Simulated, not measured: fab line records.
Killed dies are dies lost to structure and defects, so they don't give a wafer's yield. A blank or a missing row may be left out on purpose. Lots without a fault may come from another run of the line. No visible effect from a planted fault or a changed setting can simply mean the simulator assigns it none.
Problem report, 8D (eight disciplines) form, completed by code / flow berkeley-cmos170 / the parts of the form that need people (team, actions taken, sign-off) are left out

== 1. WHAT IS WRONG ==
run-length-s at UCB170_NWELL_SOFTBAKE_08 reads a mean of 112.33 s on 6 wafers of 2 lots; wafers without a fault read 89.18 s with a standard deviation of 0.3. Measured from the usual mean, that is +77 standard deviations.
The step: time 60 s.
First seen on wafer L809.4, day 5 03:04, on litho-track-02. The record holds 42 wafers of 14 lots with a number at this step. By rule, "out" or "out of limits" means more than 4 standard deviations away from the usual mean. The rest of the wafers with a number are treated as sound.

== 2. WHAT THIS IS AND IS NOT ==
question=which readings at this step | is=run-length-s | is not=plate-temp-C
question=which lots | is=L809, L811 | is not=L795, L798, L799, L800, L801, L802, L803, L804, L805, L810, L816, L817
question=which wafers of those lots | is=all that have a number | is not=-
question=read on which tools | is=litho-track-02 | is not=litho-track-01, litho-track-03
question=when | is=from day 5 03:04 | is not=up to then (27 sound wafers); but 9 sound wafers of L810, L816, L817 came after

== 3. WHAT RULES OUT EACH SUSPECT ==
Counting: a tool at a process step up to the reading stays a suspect if it ran every lot that is out and no sound lot after the first of them.
- litho-track-02 at UCB170_NWELL_SOFTBAKE_08 (time 60 s): kept. All lots that are out passed through it, beginning with L809 at day 5 03:04, and no sound lot followed; its final sound lot before that point was L805 at day 4 06:37. Its own run-length-s readings are out on those wafers.
Left after counting: litho-track-02 at UCB170_NWELL_SOFTBAKE_08.

== 4. THE CAUSE (what the simulator had put in) ==
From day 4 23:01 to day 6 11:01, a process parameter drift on litho-track-02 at UCB170_NWELL_SOFTBAKE_08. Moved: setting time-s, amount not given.
After counting, this tool was the only one left.

== 5. THE EFFECT CHAIN, in route order ==
Rows list readings where the struck wafers' mean (over those with a number) sits beyond 3 standard deviations from the usual. Readings are gone through only where the record gives a usual standard deviation; hours: the median, over the lots, of the time from a lot's start at the first step in this table giving one to that lot's start at this step; sigmas: the change measured in usual standard deviations.
hours=0; step=UCB170_NWELL_SOFTBAKE_08; reading=run-length-s; usual=89.18 s; on struck wafers=112.33; change=+23.15; sigmas=+77
The process steps in it:
- UCB170_NWELL_SOFTBAKE_08: time 60 s.
Later steps that measure or inspect, where all struck wafers having a row at the step show a number for every such reading and not one has moved that far: UCB170_FIELD_THK_MEAS_02.

== 6. WHAT WOULD HAVE CAUGHT IT SOONER ==
The fault began at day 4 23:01; the first out-of-limits reading in this record came at day 5 03:04, 4 hours later.
